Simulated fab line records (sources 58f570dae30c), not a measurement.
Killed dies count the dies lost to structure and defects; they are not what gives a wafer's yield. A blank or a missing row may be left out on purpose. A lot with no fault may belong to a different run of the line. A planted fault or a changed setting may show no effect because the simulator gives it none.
Which tool is to blame? | flow berkeleyCmos170 | 6 lots with 18 wafers sampled at 3 steps, on a route of 331 steps

== WHAT EACH GAUGE READ, for each wafer ==
UCB170_PSD_CD_MEAS_06: the cd target is 1200 nm.
lot  | measured    | on       | cdNm (nm)
L345 | day 7 03:24 | cdSem-02 | 1198.2 1199.2 1198.1
L349 | day 7 19:18 | cdSem-02 | 1202.0 1201.8 1199.6
L353 | day 8 15:40 | cdSem-01 | 1201.2 1200.9 1201.7
L354 | day 9 07:24 | cdSem-01 | 1199.6 1199.7 1199.8
L356 | day 9 06:56 | cdSem-01 | 1198.2 1199.9 1200.6
L361 | day 9 22:42 | cdSem-02 | - - -

== EACH LOT AND THE TOOL THAT RAN IT (in order: tool; ch and the chambers of the sampled wafers; start) ==
lot  | UCB170_PWELL_STRIP_16              | UCB170_PSD_EXPOSE_03
L345 | plasmaAsher-03 ch 0,1, day 3 04:50 | krfScanner-02 ch 0, day 7 02:46
L349 | plasmaAsher-04 ch 0,1, day 4 05:26 | krfScanner-02 ch 0, day 7 18:18
L353 | plasmaAsher-01 ch 0,1, day 5 01:59 | krfScanner-01 ch 0, day 8 15:17
L354 | plasmaAsher-03 ch 0,1, day 5 12:08 | krfScanner-02 ch 0, day 9 05:55
L356 | plasmaAsher-04 ch 0,1, day 5 23:04 | krfScanner-01 ch 0, day 9 05:34
L361 | plasmaAsher-03 ch 0,1, day 6 15:29 | krfScanner-02 ch 0, day 9 22:06
- UCB170_PWELL_STRIP_16: strips in O2.
- UCB170_PSD_EXPOSE_03: exposes mask PSELECT MOD, target cd 1200 nm.

== THE ANSWER, worked out from the rows above alone ==
Rule: what is usual is taken from the lots themselves. Put in order of their means at a reading, lots are off if they are a third of the lots or fewer, leave a main group of 4 or more, and stand apart from it by a gap of 3 or more times the standard deviation of the main group's means; of several such gaps the widest counts. A main group is skipped when, at the precision printed for the reading in the tables above, its means are all equal. Also off: a lot with no number at a reading for which 4 or more lots have one. Where the step has rows for the other lots, those lots are counted as sound.
Off, at UCB170_PSD_CD_MEAS_06 on cdNm: L361. Without a number there: L361. For the main group the mean is 1200.0 nm and the standard deviation 1.
A tool fits if, at a process step before that reading, it ran every lot that is off, and no sound lot after the first of them. The gauges at UCB170_PSD_CD_MEAS_06 are tried like those tools. Can't be told from this: 3 tools fit, plasmaAsher-03 at UCB170_PWELL_STRIP_16, krfScanner-02 at UCB170_PSD_EXPOSE_03, cdSem-02 at UCB170_PSD_CD_MEAS_06.

== WHAT THE SIMULATOR HAD PUT IN ==
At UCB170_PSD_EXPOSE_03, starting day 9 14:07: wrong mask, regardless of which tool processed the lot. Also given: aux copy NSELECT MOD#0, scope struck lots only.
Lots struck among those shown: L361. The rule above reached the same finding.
